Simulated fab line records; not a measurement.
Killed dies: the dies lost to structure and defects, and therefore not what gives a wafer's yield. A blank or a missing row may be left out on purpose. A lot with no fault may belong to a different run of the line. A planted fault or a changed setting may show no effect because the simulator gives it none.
Split-lot trial | flow berkeley cmos170 | on a route of 331 steps: 5 lots, 27 wafers read

ABOUT THE SPLIT
At UCB170_SPACER_ETCHBACK_03 (etches SiO2 in CHF3/CF4/Ar, stops on Si, target depth 376 nm, time 100 s), the setting target depth a was moved away from the recipe's 3760 angstrom on 9 of the 27 wafers read, by -34.6% to +50.0%. The other wafers ran this setting at the recipe's value.

Reading taken at the split's own step.

THE READING
oes product au, in a.u., at UCB170_SPACER_ETCHBACK_03 (etches SiO2 in CHF3/CF4/Ar, stops on Si, target depth 376 nm, time 100 s). A value of 0.885 a.u. with a standard deviation of 0.02 a.u. is what fault-free wafers of this fab line usually give.

wafer  | tool, chamber at the split | target depth a as run, angstrom | against the recipe | oes product au, a.u. | against lot-mates on the recipe
L075.1 | rie diel-03, 2             | 3760                            | recipe             | 0.871                | -
L075.2 | rie diel-03, 1             | 3760                            | recipe             | 0.856                | -
L075.3 | rie diel-03, 0             | 2458                            | -34.6%             | 0.958                | +0.089
L075.4 | rie diel-03, 3             | 2458                            | -34.6%             | 0.974                | +0.105
L075.5 | rie diel-03, 0             | 3760                            | recipe             | 0.879                | -
L075.6 | rie diel-03, 3             | 2458                            | -34.6%             | 0.953                | +0.084
L076.1 | rie diel-01, 3             | 3760                            | recipe             | 0.881                | -
L076.2 | rie diel-01, 2             | 3760                            | recipe             | 0.889                | -
L076.3 | rie diel-01, 0             | 3760                            | recipe             | 0.873                | -
L076.4 | rie diel-01, 0             | 3760                            | recipe             | 0.874                | -
L076.5 | rie diel-01, 3             | 3760                            | recipe             | 0.880                | -
L076.6 | rie diel-01, 2             | 3760                            | recipe             | 0.908                | -
L077.1 | rie diel-02, 1             | 4430                            | +17.8%             | 0.826                | -0.060
L077.2 | rie diel-02, 0             | 3760                            | recipe             | 0.889                | -
L077.3 | rie diel-02, 3             | 3760                            | recipe             | 0.862                | -
L077.4 | rie diel-02, 2             | 3760                            | recipe             | 0.906                | -
L077.5 | rie diel-02, 0             | 4430                            | +17.8%             | 0.819                | -0.067
L077.6 | rie diel-02, 1             | 4430                            | +17.8%             | 0.807                | -0.079
L078.1 | rie diel-01, 2             | 3760                            | recipe             | 0.885                | -
L078.2 | rie diel-01, 0             | 5641                            | +50.0%             | 0.664                | -0.214
L078.3 | rie diel-01, 3             | 3760                            | recipe             | 0.859                | -
L078.4 | rie diel-01, 2             | 3760                            | recipe             | 0.889                | -
L078.5 | rie diel-01, 0             | 5641                            | +50.0%             | 0.671                | -0.207
L078.6 | rie diel-01, 3             | 5641                            | +50.0%             | 0.685                | -0.193
L081.2 | rie diel-01, 2             | 3760                            | recipe             | 0.865                | -
L081.4 | rie diel-01, 0             | 3760                            | recipe             | 0.864                | -
L081.6 | rie diel-01, 3             | 3760                            | recipe             | 0.882                | -

THE FIT
A straight line over all 27 wafers: oes product au changes by -0.00348 a.u. for each +1% of target depth a; r = -0.97; the points scatter about the line by 0.02 a.u.
The same after taking each lot's own level away (the mean of its wafers on the recipe; 27 wafers): -0.00359 a.u. for each +1%; r = -0.98; scatter 0.017 a.u.
Per that fit: largest target depth a move, reading shift of 0.18 a.u.
Measured against the standard deviation above, the lots' own levels, which go from 0.8687 to 0.8857 a.u., span 0.9 times it.
Consequently the slope shifts little with the lot-to-lot level, the two slopes agreeing.
Check: for one of the wafers moved furthest among these (+50.0%), held out of the fit, the line's prediction against its lot-mates is -0.179 a.u. It came out at -0.214 a.u. against them.
Tool readings at the split's step, against how far the setting was moved: oes product au r = -0.97.

THE OTHER SPLITS THESE WAFERS WENT THROUGH
Note: prior to the reading, these wafers also went through further splits. Each is held against what the fit with the lots' levels taken away leaves over:
other split on the same wafers     | wafers away from the commonest value | r with oes product au (lot level and that fit taken away)
UCB170_ZERO_ETCH_06 time s         | 12                                   | +0.12
UCB170_PWELL_ETCH_14 time s        | 9                                    | +0.17
UCB170_GATE_OXIDATION_01 ox time s | 18                                   | +0.00

THE WHOLE CHAIN: every reading that the file lists as answering this split, in the file's order
step                      | what it does                                                             | reading                                                                      | change (the file's fit)                                                                | r (the file's)
UCB170_SPACER_ETCHBACK_03 | etches SiO2 in CHF3/CF4/Ar, stops on Si, target depth 376 nm, time 100 s | oes product au                                                               | -0.00364 a.u. for each +1% of the setting                                              | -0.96
UCB170_M3_PROBE_99        |                                                                          | etest.pmos_0p6.r on ohm um (the simulator's own value, which no gauge read)  | not straight: 1.071e+04 at the lowest setting, 9567 at the recipe, 7599 at the highest | not given
UCB170_M3_PROBE_99        |                                                                          | etest.pmos_0p35.r on ohm um (the simulator's own value, which no gauge read) | not straight: 5983 at the lowest setting, 5239 at the recipe, 3183 at the highest      | not given
UCB170_M3_PROBE_99        |                                                                          | etest.nmos_0p6.r on ohm um (the simulator's own value, which no gauge read)  | -26.3 for each +1% of the setting                                                      | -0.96
UCB170_M3_PROBE_99        |                                                                          | etest.pldd.line ohm um (the simulator's own value, which no gauge read)      | not straight: 2089 at the lowest setting, 1990 at the recipe, 6.392 at the highest     | not given
UCB170_M3_PROBE_99        |                                                                          | etest.nmos_0p35.r on ohm um (the simulator's own value, which no gauge read) | -23 for each +1% of the setting                                                        | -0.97

THE FILE'S OWN FIT
oes product au changes by -0.00364 a.u. for each +1% of target depth a, r = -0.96.
